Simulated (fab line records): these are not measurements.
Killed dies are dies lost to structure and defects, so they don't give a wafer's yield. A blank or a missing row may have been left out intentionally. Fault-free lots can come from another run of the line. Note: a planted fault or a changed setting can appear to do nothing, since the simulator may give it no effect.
Split-lot study	flow rit_cmos	on a route of 202 steps: 5 lots, 23 wafers read

## SPLIT DETAILS
At RIT_GATE_CVD_08 (deposits poly-Si from SiH4, target thk 250 nm, time 2220 s), the setting pressure_mtorr was moved away from the recipe's 300 mTorr on 10 of the 23 wafers read, by +5.1% to +12.3%. This setting was run at the recipe's value on the other wafers.

The file shows no step between the split and the reading.

## THE READING
GATE_POLY_THK, in nm, at RIT_GATE_THK_MEAS_09. On this fab line, fault-free wafers typically give 250.7 nm with a standard deviation of 1.8 nm.

wafer	tool, chamber at the split	pressure_mtorr as run, mTorr	against the recipe	GATE_POLY_THK, nm	against lot-mates on the recipe
L074.2	lpcvd-01, 1	300	recipe	251.4	-
L074.4	lpcvd-01, 1	300	recipe	249.5	-
L074.6	lpcvd-01, 1	300	recipe	248.3	-
L077.1	-, -	300	recipe	247.8	-
L077.3	-, -	300	recipe	245.7	-
L077.4	-, -	300	recipe	249.2	-
L077.5	-, -	300	recipe	248.9	-
L077.6	-, -	300	recipe	247.8	-
L078.1	-, -	336.8	+12.3%	265.3	no lot-mate on the recipe
L078.2	-, -	336.8	+12.3%	266.4	no lot-mate on the recipe
L078.3	-, -	336.8	+12.3%	264.3	no lot-mate on the recipe
L078.4	-, -	336.8	+12.3%	264.6	no lot-mate on the recipe
L078.5	-, -	336.8	+12.3%	266.0	no lot-mate on the recipe
L080.2	-, -	315.2	+5.1%	256.8	no lot-mate on the recipe
L080.3	-, -	315.2	+5.1%	255.8	no lot-mate on the recipe
L080.4	-, -	315.2	+5.1%	257.0	no lot-mate on the recipe
L080.5	-, -	315.2	+5.1%	256.6	no lot-mate on the recipe
L080.6	-, -	315.2	+5.1%	255.8	no lot-mate on the recipe
L081.1	-, -	300	recipe	250.8	-
L081.2	-, -	300	recipe	250.5	-
L081.3	-, -	300	recipe	250.5	-
L081.4	-, -	300	recipe	251.0	-
L081.5	-, -	300	recipe	248.3	-

THE FIT
A straight line over all 23 wafers: GATE_POLY_THK changes by +1.32 nm for each +1% of pressure_mtorr; r = +0.98; the points scatter about the line by 1.3 nm.
Too few moved wafers have a lot-mate on the recipe to fit a line with each lot's own level taken away.

## THE WHOLE CHAIN: every reading that the file lists as answering this split, in the file's order
step	what it does	reading	change (the file's fit)	r (the file's)
RIT_GATE_CVD_08	deposits poly-Si from SiH4, target thk 250 nm, time 2220 s	poly-Si_of_GATE_CVD_08.thk_nm (the simulator's own value, which no gauge read)	+1.33 nm for each +1% of the setting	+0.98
RIT_GATE_THK_MEAS_09		GATE_POLY_THK	+1.32 for each +1% of the setting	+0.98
RIT_GATE_ETCH_19	etches poly-Si in SF6/CHF3/O2, stops on SiO2, time 171.6 s, target depth 312.5 nm	GATE.feature_depth_nm (the simulator's own value, which no gauge read)	+1.33 nm for each +1% of the setting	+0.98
RIT_GATE_ETCH_19	etches poly-Si in SF6/CHF3/O2, stops on SiO2, time 171.6 s, target depth 312.5 nm	etch.depth_nm (the simulator's own value, which no gauge read)	+1.33 nm for each +1% of the setting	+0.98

## THE FILE'S OWN FIT
GATE_POLY_THK changes by +1.32 nm for each +1% of pressure_mtorr, r = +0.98.
